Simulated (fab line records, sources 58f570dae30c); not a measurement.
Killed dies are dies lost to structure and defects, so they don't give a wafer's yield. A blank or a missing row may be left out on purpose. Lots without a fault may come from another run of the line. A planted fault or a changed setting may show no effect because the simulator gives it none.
A struck lot beside a sound one | flow berkeley_cmos170 | 15 steps out of a route of 331
Sound: wafers L895.1, L895.4, L895.6. Struck: wafers L909.1, L909.4, L909.5. The cause comes at the end.
At each step with rows: each side's tool, then ch and its chambers, then its first start. Under that, the readings that differ: sound wafers | struck wafers | difference of the means | sigmas: that difference in standard deviations of wafers without a fault.
alike: readings whose means differ by less than 2 such deviations, and words and numbers that are the same on both sides. not compared: withheld readings, readings that some wafer has no value for, bounds like >300 that may hide the same value, and numbers for which the record gives no deviation and whose values overlap.
The two part at a step that has a row with sigmas, a row that says differs or no value, or rows on one side only. Numbers that don't overlap but have no deviation are shown without sigmas and don't part them. A reading that every wafer of one side lacks parts them only if that side has two wafers or more.

first, 4 steps without rows for these wafers: UCB170_PFIELD_SOFTBAKE_02 (time 60 s); UCB170_PFIELD_EXPOSE_03 (exposes mask PFIELD, target cd 1500 nm); UCB170_PFIELD_PEB_04; UCB170_PFIELD_DEVELOP_05 (develop time 45 s).
UCB170_PFIELD_OVL_MEAS_06:
  sound on overlay-01, day 4 06:40; struck on overlay-01, day 7 10:04
  alike: PFIELD_OVL
then, 1 step without rows for these wafers: UCB170_PFIELD_IMPLANT_07.
UCB170_PFIELD_STRIP_08: strips in O2.
  sound on plasma_asher-03 ch 0,1, day 4 06:51; struck on plasma_asher-01 ch 0,1, day 7 10:16
  reading               | sound             | struck            | difference | sigmas
  oes_product_au (a.u.) | 0.733 0.728 0.728 | 0.739 0.739 0.739 | +0.009     | +2
  alike: drypump_motor_current_A, strip_time_to_endpoint_s
  not compared: rf_hours_counter_h
UCB170_PFIELD_TW_MEAS_09:
  sound on film_metro-02, day 4 06:57; struck on film_metro-01, day 7 10:22
  alike: PFIELD_TW
then, 2 steps without rows for these wafers: UCB170_FIELD_CLEAN_00 (cleans in dHF, time 7.5 s); UCB170_FIELD_OXIDATION_01 (target thk 558.3 nm, ox time 7200 s).
UCB170_FIELD_THK_MEAS_02:
  sound on film_metro-03, day 4 13:36; struck on film_metro-03, day 7 15:46
  alike: FIELD_OXIDE_THK
then, 1 step without rows for these wafers: UCB170_FIELD_ANNEAL_03 (time 1200 s).
UCB170_FIELD_WET_ETCH_04: etches SiO2 in dHF, time 60 s.
  sound on wet_bench-04 ch 0, day 4 20:08; struck on wet_bench-04 ch 0, day 7 19:50
  no value came back on the struck wafers for bath_heat_duty_pct (%), run_length_s (s); on the sound wafers bath_heat_duty_pct (%) reads 5.3 5.9 6.3
  reading                                      | sound           | struck            | difference | sigmas
  model.SiO2_of_FIELD_OXIDATION_01.thk_nm (nm) | 524 538.6 525.7 | 572.8 569.7 579.7 | +44.6      |
then, 1 step without rows for these wafers: UCB170_FIELD_WET_ETCH_05 (etches Si3N4 in H3PO4, time 12600 s).
UCB170_FIELD_WET_ETCH_06: etches SiO2 in BOE, time 22 s.
  sound on wet_bench-04 ch 1, day 5 00:17; struck on wet_bench-02 ch 0, day 7 23:22
  reading                                      | sound           | struck          | difference | sigmas
  run_length_s (s)                             | 48.4 48.4 48.4  | 54.5 54.5 54.5  | +6.1       | +2
  model.SiO2_of_FIELD_OXIDATION_01.thk_nm (nm) | 438.4 453 440.1 | 490 486.4 496.8 | +47        |
  alike: bath_heat_duty_pct

WHERE THEY PART
First at UCB170_PFIELD_STRIP_08; last, within this record, at UCB170_FIELD_WET_ETCH_06.

WHY: what the simulator had put in
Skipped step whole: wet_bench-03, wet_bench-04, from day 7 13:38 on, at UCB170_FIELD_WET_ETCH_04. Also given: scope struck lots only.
